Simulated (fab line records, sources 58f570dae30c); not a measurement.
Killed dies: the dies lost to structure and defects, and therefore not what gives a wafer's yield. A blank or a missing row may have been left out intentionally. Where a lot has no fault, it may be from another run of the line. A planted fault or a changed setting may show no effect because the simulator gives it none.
fab line records    flow berkeleyCmos170
[record] lots = 13  wafers = 39  lastDay = 12
route steps=331 shown NLDD@164 CONTACT@217 V1@267 M2@274
lots that met no fault: taken from a fault-free run of the same line
startH: hours from the record's opening day to when the first of the lot's shown wafers began    waitH: how many hours have passed since the lot's step before this one    " unchanged from the row above    L1.1+2: one row covering several wafers at once    - value missing, or start not given    * or withheld: withheld    < > ~ a bound
route shown NAME@n: NAME is a module with steps in the file, n the number in the route of the first one    usual: mean/standard deviation taken from wafers without a fault    same: alike in all rows    chamber/n: place in a boat    sites: per-site readings    _std_site: standard deviation of those values    _edge_site: mean of outer sites minus mean of inner sites    radiusMm: for every site, how far away it sits from the centre of the wafer    mask NAME#n: copy n    behind: the tool/chamber that last shaped the wafer    hold: what put the lot on hold/how long, in hours/how the hold closed    device: whichever transistor did not switch (one of n, p or np)    end of line: tests run on the same wafers once the route is complete    a step without rows: its recipe alone    killed: dies lost to structure and defects at the first sort, not the wafer's yield    map: a wafer's dies, x killed, . not, _ none there
set.NAME: the run value of the setting; set.NAME@STEP: its run value at that earlier step    model.NAME: the simulator's own value behind a step, which no gauge read
route steps across a sampled set of lots; one table per step, one row per wafer
services: from which hour (startH, from the record's first day; less than 0 if before it) a tool's chamber was out of use, for how many hours, and why
[[steps]]
[step UCB170_NLDD_CD_MEAS_06]
[recipe] targetCdNm = 1200
[usual] cdNm = 1199.7/1.2
lot.wafer  tool      chamber  startH  waitH  cdNm
L161.1     cdSem-02  -        120.34  -      1199.2
L161.5     "         -        "       "      1198.9
L161.6     "         -        "       "      1199.9
L163.4     cdSem-02  -        146.04  -      1199.6
L163.5     "         -        "       "      1197.4
L163.6     "         -        "       "      1198.4
L164.1     cdSem-01  -        160.73  -      1198.4
L164.3     "         -        "       "      1199.5
L164.4     "         -        "       "      1198.0
L165.2     cdSem-02  -        160.75  -      1200.0
L165.4     "         -        "       "      1201.0
L165.5     "         -        "       "      1200.4
L166.1     cdSem-01  -        160.85  -      1197.7
L166.4     "         -        "       "      1197.3
L166.6     "         -        "       "      1197.9
L168.2     cdSem-02  -        169.41  -      1198.7
L168.5     "         -        "       "      1198.4
L168.6     "         -        "       "      1199.7
L171.1     cdSem-02  -        175.98  -      1199.9
L171.3     "         -        "       "      1200.4
L171.4     "         -        "       "      1200.6
L170.1     cdSem-02  -        176.85  -      1201.5
L170.4     "         -        "       "      1201.9
L170.6     "         -        "       "      1201.3
L172.1     cdSem-01  -        191.94  -      1201.6
L172.2     "         -        "       "      1202.2
L172.6     "         -        "       "      1202.3
L178.1     cdSem-02  -        218.36  -      1200.0
L178.3     "         -        "       "      1198.8
L178.5     "         -        "       "      1198.9
L177.3     cdSem-02  -        222.92  -      1199.4
L177.4     "         -        "       "      1199.6
L177.6     "         -        "       "      1200.6
L184.4     cdSem-02  -        238.64  -      1199.2
L184.5     "         -        "       "      1198.5
L184.6     "         -        "       "      1199.2
L183.1     cdSem-02  -        238.88  -      1200.0
L183.4     "         -        "       "      1200.4
L183.5     "         -        "       "      1201.4
[step UCB170_CONTACT_CVD_01]
[recipe] material = PSG  targetThkNm = 700  tempC = 450  precursor = SiH4/O2/PH3  timeS = 2820  pressureMtorr = 300  sih4FlowSccm = 60  o2FlowSccm = 90  ph3FlowSccm = 25
[usual] spikeTcLoadC = 468.2/2.7
lot.wafer  tool      chamber  startH  waitH  spikeTcLoadC
L161.1     lpcvd-01  1        132.75  0.0    468.6
L161.5     "         1        "       "      465.7
L161.6     "         1        "       "      466.5
L163.4     lpcvd-01  0        156.42  0.0    470.5
L163.5     "         0        "       "      473.3
L163.6     "         0        "       "      471.3
L164.1     lpcvd-02  1        170.15  0.0    465.2
L164.3     "         1        "       "      466.2
L164.4     "         1        "       "      467.0
L165.2     lpcvd-01  1        170.79  0.0    466.2
L165.4     "         1        "       "      467.1
L165.5     "         1        "       "      465.3
L166.1     lpcvd-01  0        172.57  1.5    472.8
L166.4     "         0        "       "      471.5
L166.6     "         0        "       "      473.1
L168.2     lpcvd-01  0        180.06  0.0    471.8
L168.5     "         0        "       "      472.1
L168.6     "         0        "       "      471.9
L171.1     lpcvd-02  1        189.18  1.4    465.3
L171.3     "         1        "       "      466.0
L171.4     "         1        "       "      465.7
L170.1     lpcvd-01  0        189.82  0.2    471.7
L170.4     "         0        "       "      472.4
L170.6     "         0        "       "      469.6
L172.1     lpcvd-02  1        204.40  0.0    464.5
L172.2     "         1        "       "      465.7
L172.6     "         1        "       "      468.0
L178.1     lpcvd-01  0        229.41  0.0    470.4
L178.3     "         0        "       "      472.0
L178.5     "         0        "       "      471.1
L177.3     lpcvd-02  1        233.79  1.1    465.0
L177.4     "         1        "       "      467.6
L177.6     "         1        "       "      464.9
L184.4     lpcvd-01  1        251.32  0.0    466.7
L184.5     "         1        "       "      465.4
L184.6     "         1        "       "      466.2
L183.1     lpcvd-02  0        255.65  0.4    468.1
L183.4     "         0        "       "      467.9
L183.5     "         0        "       "      466.4
[step UCB170_CONTACT_THK_MEAS_02]
[recipe] reads = PSG_of_CONTACT_CVD_01
[usual] CONTACT_PSG_THK = 698/6.1
lot.wafer  tool          chamber  startH  waitH  CONTACT_PSG_THK[nm]
L161.1     filmMetro-01  -        134.53  0.0    698
L161.5     "             -        "       "      691
L161.6     "             -        "       "      697
L163.4     filmMetro-04  -        158.23  0.0    702
L163.5     "             -        "       "      704
L163.6     "             -        "       "      706
L164.1     filmMetro-02  -        171.94  0.0    703
L164.3     "             -        "       "      711
L164.4     "             -        "       "      707
L165.2     filmMetro-04  -        172.58  0.0    701
L165.4     "             -        "       "      705
L165.5     "             -        "       "      702
L166.1     filmMetro-04  -        174.38  0.0    701
L166.4     "             -        "       "      695
L166.6     "             -        "       "      699
L168.2     filmMetro-04  -        181.85  0.0    694
L168.5     "             -        "       "      697
L168.6     "             -        "       "      694
L171.1     filmMetro-02  -        190.97  0.0    702
L171.3     "             -        "       "      711
L171.4     "             -        "       "      707
L170.1     filmMetro-01  -        191.61  0.0    697
L170.4     "             -        "       "      698
L170.6     "             -        "       "      696
L172.1     filmMetro-01  -        206.18  0.0    695
L172.2     "             -        "       "      700
L172.6     "             -        "       "      698
L178.1     filmMetro-01  -        231.20  0.0    689
L178.3     "             -        "       "      688
L178.5     "             -        "       "      689
L177.3     filmMetro-01  -        235.59  0.0    722
L177.4     "             -        "       "      718
L177.6     "             -        "       "      721
L184.4     filmMetro-04  -        253.14  0.0    694
L184.5     "             -        "       "      696
L184.6     "             -        "       "      694
L183.1     filmMetro-01  -        258.32  0.0    701
L183.4     "             -        "       "      705
L183.5     "             -        "       "      704
[step UCB170_V1_OVL_MEAS_13]
[usual] V1_OVL = -1/5.9
lot.wafer  tool        chamber  startH  waitH  V1_OVL[nm]
L161.1     overlay-02  -        150.17  0.1    -1
L161.5     "           -        "       "      -1
L161.6     "           -        "       "      4
L163.4     overlay-02  -        172.66  0.1    -11
L163.5     "           -        "       "      -6
L163.6     "           -        "       "      -2
L164.1     overlay-01  -        183.72  0.1    -11
L164.3     "           -        "       "      -7
L164.4     "           -        "       "      -6
L165.2     overlay-02  -        183.95  0.1    -5
L165.4     "           -        "       "      -4
L165.5     "           -        "       "      -4
L166.1     overlay-01  -        184.67  0.1    -2
L166.4     "           -        "       "      -9
L166.6     "           -        "       "      -16
L168.2     overlay-01  -        198.45  0.1    -1
L168.5     "           -        "       "      4
L168.6     "           -        "       "      -4
L171.1     overlay-02  -        202.04  0.1    4
L171.3     "           -        "       "      9
L171.4     "           -        "       "      8
L170.1     overlay-01  -        205.52  0.1    -4
L170.4     "           -        "       "      -1
L170.6     "           -        "       "      -6
L172.1     overlay-01  -        215.63  0.1    -1
L172.2     "           -        "       "      -1
L172.6     "           -        "       "      8
L178.1     overlay-02  -        242.73  0.1    -2
L178.3     "           -        "       "      12
L178.5     "           -        "       "      2
L177.3     overlay-02  -        249.90  0.1    -4
L177.4     "           -        "       "      3
L177.6     "           -        "       "      -3
L184.4     overlay-02  -        265.84  0.1    6
L184.5     "           -        "       "      3
L184.6     "           -        "       "      5
L183.1     overlay-01  -        270.32  0.1    -8
L183.4     "           -        "       "      -3
L183.5     "           -        "       "      -6
[step UCB170_M2_THK_MEAS_03]
[recipe] thkMeasGauge = xrf  reads = Al_of_M2_SPUTTER_01
[usual] M2_AL_THK = 896/14
lot.wafer  tool          chamber  startH  waitH  M2_AL_THK[nm]
L161.1     filmMetro-01  -        150.88  0.1    920
L161.5     "             -        "       "      900
L161.6     "             -        "       "      923
L163.4     filmMetro-04  -        173.37  0.1    895
L163.5     "             -        "       "      893
L163.6     "             -        "       "      884
L164.1     filmMetro-01  -        184.43  0.1    912
L164.3     "             -        "       "      903
L164.4     "             -        "       "      905
L165.2     filmMetro-03  -        184.66  0.1    886
L165.4     "             -        "       "      869
L165.5     "             -        "       "      873
L166.1     filmMetro-04  -        185.37  0.1    903
L166.4     "             -        "       "      881
L166.6     "             -        "       "      879
L168.2     filmMetro-04  -        199.16  0.1    894
L168.5     "             -        "       "      885
L168.6     "             -        "       "      872
L171.1     filmMetro-01  -        202.74  0.1    902
L171.3     "             -        "       "      891
L171.4     "             -        "       "      905
L170.1     filmMetro-03  -        206.22  0.1    902
L170.4     "             -        "       "      898
L170.6     "             -        "       "      882
L172.1     filmMetro-03  -        216.33  0.1    901
L172.2     "             -        "       "      876
L172.6     "             -        "       "      878
L178.1     filmMetro-03  -        243.44  0.1    910
L178.3     "             -        "       "      883
L178.5     "             -        "       "      908
L177.3     filmMetro-03  -        250.61  0.1    902
L177.4     "             -        "       "      904
L177.6     "             -        "       "      904
L184.4     filmMetro-01  -        266.56  0.1    897
L184.5     "             -        "       "      879
L184.6     "             -        "       "      905
L183.1     filmMetro-04  -        271.02  0.1    894
L183.4     "             -        "       "      912
L183.5     "             -        "       "      900
[[services]]
tool      chamber  startH  hours  kind
lpcvd-02  -        235.57  17.2   pm
[[key]]
[firstSign] step = UCB170_CONTACT_THK_MEAS_02  reading = CONTACT_PSG_THK  direction = up  sigmas = 3.6  usual = 698  struck = 720
effect none on later readings
metAt UCB170_CONTACT_CVD_01
struckLots L177
struckWafers L177.3,L177.4,L177.6
testerLeftOut L177
notActingAt UCB170_NLDD_CD_MEAS_06,UCB170_V1_OVL_MEAS_13,UCB170_M2_THK_MEAS_03
onsetBetween 204.40 233.79
[fault] kind = processParameterDrift  tool = lpcvd-02  chamber = 1  onsetH = 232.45  steps = UCB170_CONTACT_CVD_01  channel = targetThkNm  offset = 14.147  shape = step  endH = 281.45  actsIn = theseRecipesOnly  stated = 700
// testerLeftOut: of these lots the tester's yield and bins aren't shown, on N5 and GAA mostly nor the transistor test; their killed dies are dies lost to structure and defects alone, not to doping, threshold or leakage, so they don't give the yield
